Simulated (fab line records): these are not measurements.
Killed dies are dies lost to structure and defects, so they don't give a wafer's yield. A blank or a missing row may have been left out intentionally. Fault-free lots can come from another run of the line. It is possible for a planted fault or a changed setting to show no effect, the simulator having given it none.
Code-filled problem report in 8D (eight disciplines) form + flow berkeley cmos170 + the parts of the form that need people (team, actions taken, sign-off) are left out

1. WHAT IS WRONG
bias w at UCB170_M3_ETCH_17 reads a mean of 116.86 W on 1 wafer of 1 lot; wafers without a fault read 100.01 W with a standard deviation of 0.29. Relative to the usual mean, that is a shift of +58 standard deviations.
The step: etches BARC in N2/H2.
Seen first at day 11 10:14 on rie diel-03, wafer L601.5. At this step, 39 wafers from 13 lots have a number in the record. Rule for "out", or "out of limits": more than 4 standard deviations from the usual mean. The other wafers with a number count as sound.

2. WHAT IT IS AND WHAT IT IS NOT
| question                    | is                | is not                                                                 |
|-----------------------------|-------------------|------------------------------------------------------------------------|
| which readings at this step | bias w            | drypump motor current A, oes product au, throttle valve pct            |
| which lots                  | L601              | L589, L590, L591, L592, L593, L594, L595, L596, L597, L598, L599, L600 |
| which wafers of those lots  | L601.5            | L601.2, L601.4                                                         |
| read on which tools         | rie diel-03       | rie diel-02, rie diel-04                                               |
| when                        | from day 11 10:14 | up to then (38 sound wafers)                                           |

3. SUSPECTS, AND WHAT RULES EACH OUT
Counting: any tool at a process step up to the reading remains a suspect provided it ran every lot that is out. Sound lots after the first of them don't rule it out here, since some wafers of a struck lot are sound.
- pecvd-03 at UCB170_V1_CVD_00 (deposits SiO2 from TEOS/O2, target thk 2000 nm, time 250 s): kept. L601, the lot that is out, went through it at day 10 19:42; up to then, the latest sound lot through it was L599 at day 9 21:59.
- rie diel-03 at UCB170_M3_ETCH_17 (etches BARC in N2/H2): kept. L601, the lot that is out, went through it at day 11 10:14; up to then, the latest sound lot through it was L599 at day 10 11:34. Its own bias w readings are out on those wafers.
- Within pecvd-03 at UCB170_V1_CVD_00: the wafers that are out ran in chamber 1; their sound lot-mates ran in chambers 0, 2.
- Within rie diel-03 at UCB170_M3_ETCH_17: the wafers that are out ran in chamber 3; their sound lot-mates ran in chambers 0, 1.
Left after counting: pecvd-03 at UCB170_V1_CVD_00, rie diel-03 at UCB170_M3_ETCH_17.

4. THE CAUSE (what the simulator had put in)
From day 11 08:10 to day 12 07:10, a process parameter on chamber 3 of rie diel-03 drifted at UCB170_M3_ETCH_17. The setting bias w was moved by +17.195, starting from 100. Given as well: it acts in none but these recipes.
This tool is one of the 2 suspects left after counting.

5. THE EFFECT CHAIN, in route order
Each row: a reading where the mean over the struck wafers with a number is more than 3 standard deviations away from the usual. Readings are gone through only where the record gives a usual standard deviation; hours: the median, over the lots, of the time from a lot's start at the first step in this table giving one to that lot's start at this step; sigmas: the change measured in usual standard deviations.
| hours | step              | reading | usual    | on struck wafers | change | sigmas |
|-------|-------------------|---------|----------|------------------|--------|--------|
| 0     | UCB170_M3_ETCH_17 | bias w  | 100.01 W | 116.86           | +16.85 | +58    |
The process steps in it:
- UCB170_M3_ETCH_17: etches BARC in N2/H2.

6. HOW IT WOULD HAVE BEEN CAUGHT EARLIER
In this record the first reading out of limits was taken at day 11 10:14, 2 hours after the fault began at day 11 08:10.
